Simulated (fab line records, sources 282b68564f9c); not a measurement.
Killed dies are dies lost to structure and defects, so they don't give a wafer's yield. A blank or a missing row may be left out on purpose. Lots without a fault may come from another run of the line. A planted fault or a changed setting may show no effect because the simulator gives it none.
A struck lot beside a sound one | flow rit_cmos | 13 steps out of a route of 202
Sound: wafers L750.3, L750.4, L750.6. Struck: wafers L756.1, L756.2, L756.4. The cause comes at the end.
At each step with rows: each side's tool, then ch and its chambers, then its first start. Under that, the readings that differ: sound wafers | struck wafers | difference of the means | sigmas: that difference in standard deviations of wafers without a fault.
alike: readings whose means differ by less than 2 such deviations, and words and numbers that are the same on both sides. not compared: withheld readings, readings that some wafer has no value for, bounds like >300 that may hide the same value, and numbers for which the record gives no deviation and whose values overlap.
The two part at a step that has a row with sigmas, a row that says differs or no value, or rows on one side only. Numbers that don't overlap but have no deviation are shown without sigmas and don't part them. A reading that every wafer of one side lacks parts them only if that side has two wafers or more.

first, 1 step without rows for these wafers: RIT_SDANNEAL_CLEAN_02 (cleans in SC2, time 600 s).
RIT_SDANNEAL_RTA_03: time 5 s.
  sound on rtp_anneal-02 ch 0, day 4 05:58; struck on rtp_anneal-02 ch 0, day 5 12:15
  alike: anneal_temp_c_max, chamber_o2_ppm, wafer_temp_C_max
RIT_SDANNEAL_RS_MEAS_04: measures by four-point-probe.
  sound on film_metro-03, day 4 06:02; struck on film_metro-01, day 5 12:18
  alike: PSD_RS
RIT_SDANNEAL_RS_MEAS_05: measures by four-point-probe.
  sound on film_metro-03, day 4 06:10; struck on film_metro-01, day 5 12:25
  alike: NSD_RS
RIT_SDANNEAL_RS_MEAS_06: measures by four-point-probe.
  sound on film_metro-03, day 4 06:17; struck on film_metro-01, day 5 12:32
  alike: PLDD_RS
RIT_SDANNEAL_RS_MEAS_07: measures by four-point-probe.
  sound on film_metro-03, day 4 06:24; struck on film_metro-01, day 5 12:40
  alike: NLDD_RS
then, 1 step without rows for these wafers: RIT_SILICIDE_WET_ETCH_00 (etches SiO2 in BOE, target depth 14 nm, time 15 s).
RIT_SILICIDE_SPUTTER_01: material Ti, target thk 30 nm, time 240 s.
  sound on pvd_sputter-04, day 4 06:29; struck on pvd_sputter-03, day 5 12:48
  alike: throttle_valve_pct
RIT_SILICIDE_RS_MEAS_02: measures by four-point-probe.
  sound on film_metro-02, day 4 06:41; struck on film_metro-03, day 5 12:57
  alike: SILICIDE_TI_RS
RIT_SILICIDE_THK_MEAS_03: measures by xrf.
  sound on film_metro-02, day 4 06:47; struck on film_metro-03, day 5 13:04
  alike: SILICIDE_TI_THK
RIT_SILICIDE_RTA_04: time 10 s, ramp up 5 s, ramp down 5 s.
  sound on rtp_anneal-01 ch 0, day 4 06:52; struck on rtp_anneal-01 ch 0, day 5 13:08
  alike: anneal_temp_c_max, chamber_o2_ppm, wafer_temp_C_max
then, 1 step without rows for these wafers: RIT_SILICIDE_WET_ETCH_05 (etches Ti in SPM, time 120 s).
RIT_SILICIDE_RTA_06: time 10 s, ramp up 5 s, ramp down 10 s.
  sound on rtp_anneal-02 ch 0, day 4 07:01; struck on rtp_anneal-02, day 5 13:14
  no value came back on the struck wafers for anneal_temp_c_max, chamber_o2_ppm, wafer_temp_C_max; on the sound wafers anneal_temp_c_max reads 754.3 753.5 753.9

WHERE THEY PART
Only at RIT_SILICIDE_RTA_06, within this record.

WHY: what the simulator had put in
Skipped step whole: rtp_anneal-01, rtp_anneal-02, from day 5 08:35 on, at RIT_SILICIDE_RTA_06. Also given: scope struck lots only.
